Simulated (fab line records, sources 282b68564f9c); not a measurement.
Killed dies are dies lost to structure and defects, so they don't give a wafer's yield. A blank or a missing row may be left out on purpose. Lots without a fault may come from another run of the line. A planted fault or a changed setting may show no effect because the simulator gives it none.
Which tool did it? | flow rit_cmos | 14 lots, 42 wafers sampled, at 5 steps of a route of 202

WHAT THE GAUGES READ, wafer by wafer
RIT_ACTIVE_BOW_MEAS_00.
lot  | measured    | on            | INCOMING_BOW (um)
L439 | day 1 10:01 | film_metro-01 | 10 -7 5
L441 | day 1 20:01 | film_metro-03 | -6 6 -4
L442 | day 2 01:01 | film_metro-02 | 1 1 1
L443 | day 2 06:00 | film_metro-03 | 7 -9 1
L445 | day 2 16:00 | film_metro-02 | -4 4 -2
L446 | day 2 21:00 | film_metro-01 | -8 -4 -14
L447 | day 3 02:02 | film_metro-01 | 2 4 -1
L448 | day 3 07:04 | film_metro-01 | -5 2 -2
L449 | day 3 12:01 | film_metro-01 | 8 -4 -4
L450 | day 3 17:00 | film_metro-03 | 5 -5 -5
L451 | day 3 22:00 | film_metro-03 | 15 7 11
L452 | day 4 03:02 | film_metro-03 | 2 2 8
L460 | day 5 19:02 | film_metro-02 | -1 3 -6
L461 | day 6 00:00 | film_metro-02 | 1 -2 2

RIT_NRETRO_TW_MEAS_10.
lot  | measured    | on            | NRETRO_TW
L439 | day 2 05:53 | film_metro-02 | 1062 1061 1073
L441 | day 2 18:32 | film_metro-01 | 1069 1065 1067
L442 | day 2 23:30 | film_metro-01 | 1062 1062 1067
L443 | day 3 05:47 | film_metro-01 | 1062 1064 1055
L445 | day 3 12:48 | film_metro-01 | 1061 1059 1065
L446 | day 3 18:22 | film_metro-01 | 1062 1067 1057
L447 | day 3 22:33 | film_metro-01 | 1061 1056 1059
L448 | day 4 03:31 | film_metro-02 | 1077 1066 1064
L449 | day 4 13:22 | film_metro-01 | 1071 1070 1072
L450 | day 4 14:05 | film_metro-02 | 1073 1065 1063
L451 | day 4 18:26 | film_metro-03 | 1063 1063 1057
L452 | day 4 22:52 | film_metro-02 | 1058 1065 1069
L460 | day 6 15:10 | film_metro-01 | 1064 1063 1068
L461 | day 6 20:38 | film_metro-02 | 1064 1065 1065

RIT_PSD_TW_MEAS_10.
lot  | measured    | on            | PSD_TW
L439 | day 3 05:08 | film_metro-01 | 3409 3425 3419
L441 | day 3 13:43 | film_metro-03 | 3433 3431 3427
L442 | day 3 20:35 | film_metro-02 | 3469 3433 3458
L443 | day 4 00:37 | film_metro-02 | 3456 3447 3473
L445 | day 4 07:26 | film_metro-01 | 3483 3486 3470
L446 | day 4 16:11 | film_metro-03 | 3452 3434 3456
L447 | day 4 17:53 | film_metro-01 | 3466 3484 3478
L448 | day 5 00:30 | film_metro-01 | 3486 3488 3487
L449 | day 5 08:14 | film_metro-02 | 3478 3473 3453
L450 | day 5 09:24 | film_metro-02 | 3454 3445 3476
L451 | day 5 13:22 | film_metro-01 | 3485 3479 3496
L452 | day 5 18:36 | film_metro-02 | 3445 3452 3468
L460 | day 7 12:11 | film_metro-03 | 3516 3495 3517
L461 | day 7 17:23 | film_metro-01 | 3492 3526 3510 3510 3493 3505

RIT_SDANNEAL_RS_MEAS_04: measures by four-point-probe.
lot  | measured    | on            | PSD_RS (ohm/sq)
L439 | day 3 05:40 | film_metro-03 | 115.60 116.21 116.16
L441 | day 3 14:13 | film_metro-02 | 115.79 115.59 115.91
L442 | day 3 21:07 | film_metro-01 | 115.93 115.70 116.04
L443 | day 4 01:06 | film_metro-03 | 116.24 115.89 116.10
L445 | day 4 07:55 | film_metro-03 | 115.48 115.48 115.59
L446 | day 4 16:41 | film_metro-01 | 115.87 115.71 115.87
L447 | day 4 18:25 | film_metro-02 | 116.26 115.96 115.99
L448 | day 5 01:01 | film_metro-02 | 115.73 115.83 116.09
L449 | day 5 08:44 | film_metro-01 | 116.04 116.21 115.98
L450 | day 5 09:53 | film_metro-01 | 115.46 115.28 115.72
L451 | day 5 13:52 | film_metro-01 | 115.92 115.63 115.67
L452 | day 5 19:08 | film_metro-01 | 116.22 115.78 115.69
L460 | day 7 12:44 | film_metro-02 | 113.45 113.61 113.31 113.55 113.75 113.65
L461 | day 7 18:07 | film_metro-03 | 113.09 113.47 113.79 113.40 113.12 113.71

WHICH TOOL RAN EACH LOT (tool, then ch and the chambers of the sampled wafers, then the start)
lot  | RIT_PSD_IMPLANT_08
L439 | implanter-01 ch 0, day 3 04:49
L441 | implanter-03 ch 0, day 3 13:24
L442 | implanter-03 ch 0, day 3 20:17
L443 | implanter-01 ch 0, day 4 00:17
L445 | implanter-03 ch 0, day 4 07:07
L446 | implanter-01 ch 0, day 4 15:52
L447 | implanter-01 ch 0, day 4 17:35
L448 | implanter-01 ch 0, day 5 00:13
L449 | implanter-03 ch 0, day 5 07:56
L450 | implanter-02 ch 0, day 5 09:04
L451 | implanter-02 ch 0, day 5 13:03
L452 | implanter-02 ch 0, day 5 18:19
L460 | implanter-03 ch 0, day 7 11:53
L461 | implanter-03 ch 0, day 7 17:04
- RIT_PSD_IMPLANT_08

WHAT THE TOOLS THEMSELVES READ (means of the sampled wafers that have a number; where no wafer has one, the mark that the record gives instead)
RIT_PSD_IMPLANT_08.
lot  | tool         | beam_on_s (s) | dose_ions_cm2
L439 | implanter-01 | 12.5          | 5e+15
L441 | implanter-03 | 12.5          | 5e+15
L442 | implanter-03 | 12.7          | 5e+15
L443 | implanter-01 | 12.7          | 5e+15
L445 | implanter-03 | 12.6          | 5e+15
L446 | implanter-01 | 12.5          | 5e+15
L447 | implanter-01 | 12.5          | 5e+15
L448 | implanter-01 | 12.7          | 5e+15
L449 | implanter-03 | 12.5          | 5e+15
L450 | implanter-02 | 11.9          | 5e+15
L451 | implanter-02 | 11.6          | 5e+15
L452 | implanter-02 | 11.7          | 5e+15
L460 | implanter-03 | 15.2          | 6e+15
L461 | implanter-03 | 15.4          | 6e+15

THE ANSWER, worked out from the rows above alone
Rule: what is usual is taken from the lots themselves. Put in order of their means at a reading, lots are off if they are a third of the lots or fewer, leave a main group of 4 or more, and stand apart from it by a gap of 3 or more times the standard deviation of the main group's means; of several such gaps the widest counts. A main group whose means are all the same, to the digits that the tables above print for the reading, isn't used. A lot without any number at a reading at which 4 lots or more have one is off too. The other lots that the step has rows for count as sound. The gauges are gone through in route order, then the tools' own readings, and for those a lot's mean is taken as printed above. The first step at which some lot is off is used, and at that step the reading that is off furthest; a lot without a number counts as furthest.
Off: L460, L461, at RIT_SDANNEAL_RS_MEAS_04 (PSD_RS). The main group: mean 115.85 ohm/sq, standard deviation 0.19.
A tool fits if, at a process step before that reading, it ran every lot that is off, and no sound lot after the first of them. The gauges at RIT_SDANNEAL_RS_MEAS_04 aren't tried: what is off there is off at RIT_PSD_IMPLANT_08 too, on other tools, and a gauge's error can't cause that. One fits: implanter-03 at RIT_PSD_IMPLANT_08. Its last sound lot is L449 (day 5 07:56), its first lot that is off L460 (day 7 11:53): a fault that began between those two fits.
The tool's own readings at RIT_PSD_IMPLANT_08 bear it out: on the lots that are off they differ by more than 5 times the standard deviation of the sound lots' means. beam_on_s reads 15.3 s there against 12.4 s on the sound lots; dose_ions_cm2 reads 6e+15 there against 5e+15 on the sound lots.

WHAT THE SIMULATOR HAD PUT IN
Process parameter drift: implanter-03, from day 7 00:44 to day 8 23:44, at RIT_PSD_IMPLANT_08. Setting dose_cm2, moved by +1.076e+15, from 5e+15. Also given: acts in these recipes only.
Lots struck among those shown: L460, L461. The rule above found the same.
